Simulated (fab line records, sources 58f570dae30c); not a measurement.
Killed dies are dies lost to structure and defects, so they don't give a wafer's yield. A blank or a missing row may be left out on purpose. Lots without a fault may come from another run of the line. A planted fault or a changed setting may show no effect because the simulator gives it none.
Chamber matching | flow berkeley_cmos170 | UCB170_ZERO_ETCH_06 on rie_diel-03: 4 sister chambers
The step etches SiO2 in CHF3/CF4/Ar, time 12 s. 16 wafers are shown with their chamber, then 8 later ones without.

WAFERS WITH THEIR CHAMBER
wafer  | chamber | throttle_valve_pct (%) | drypump_motor_current_A (A) | CHF3_flow_sccm (sccm)
L082.3 | 3       | 9.24                   | 5.6                         | 49.59
L082.4 | 1       | 9.33                   | 6.2                         | 50.15
L082.6 | 3       | 9.26                   | 5.5                         | 49.89
L085.1 | 0       | 9.04                   | 5.8                         | 49.94
L085.2 | 3       | 9.24                   | 5.5                         | 50.00
L085.5 | 2       | 9.24                   | 5.6                         | 50.19
L089.1 | 0       | 9.02                   | 5.8                         | 49.88
L089.3 | 1       | 9.35                   | 6.1                         | 50.00
L089.4 | 3       | 9.24                   | 5.6                         | 49.81
L092.1 | 1       | 9.36                   | 6.2                         | 50.04
L092.3 | 0       | 9.04                   | 5.8                         | 50.07
L092.4 | 2       | 9.23                   | 5.6                         | 50.14
L093.1 | 2       | 9.23                   | 5.6                         | 50.11
L093.2 | 1       | 9.33                   | 6.2                         | 50.00
L093.5 | 2       | 9.24                   | 5.6                         | 49.96
L094.3 | 1       | 9.34                   | 6.2                         | 49.99

SIGNATURES (means of the wafers above)
reading                 | chamber 0 | chamber 1 | chamber 2 | chamber 3 | scatter within a chamber
throttle_valve_pct      | 9.0333    | 9.3420    | 9.2350    | 9.2450    | 0.0106
drypump_motor_current_A | 5.800     | 6.180     | 5.600     | 5.550     | 0.0387
CHF3_flow_sccm          | 49.9633   | 50.0360   | 50.1000   | 49.8225   | 0.114
Rule: a wafer's distance from a chamber is the root of the sum, over the readings, of the square of ((its reading less the chamber's mean) divided by the reading's scatter). The wafer belongs to the nearest chamber; if the next one is less than 2 further off, it can't be placed. The scatter: the root of (the sum of the squares of (reading less its chamber's mean) over the shown wafers, divided by (wafers less chambers)).

WAFERS WITHOUT THEIR CHAMBER
wafer  | throttle_valve_pct (%) | drypump_motor_current_A (A) | CHF3_flow_sccm (sccm)
L094.4 | 9.03                   | 5.8                         | 50.04
L094.5 | 9.04                   | 5.8                         | 50.03
L095.3 | 9.23                   | 5.6                         | 50.10
L095.5 | 9.32                   | 6.1                         | 49.98
L095.6 | 9.23                   | 5.6                         | 49.93
L097.2 | 9.34                   | 6.2                         | 49.78
L097.3 | 9.04                   | 5.8                         | 50.10
L097.5 | 9.05                   | 5.8                         | 50.08

WHICH CHAMBER EACH WENT THROUGH
wafer  | from the rows above     | in truth
L094.4 | 0                       | 0
L094.5 | 0                       | 0
L095.3 | 2                       | 2
L095.5 | 1                       | 1
L095.6 | can't be placed: 2 or 3 | 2
L097.2 | 1                       | 1
L097.3 | 0                       | 0
L097.5 | 0                       | 0
Placed correctly: 7 of 8. Can't be placed from these rows: 1 (the true chamber is among the candidates in 1). Placed wrongly: 0.
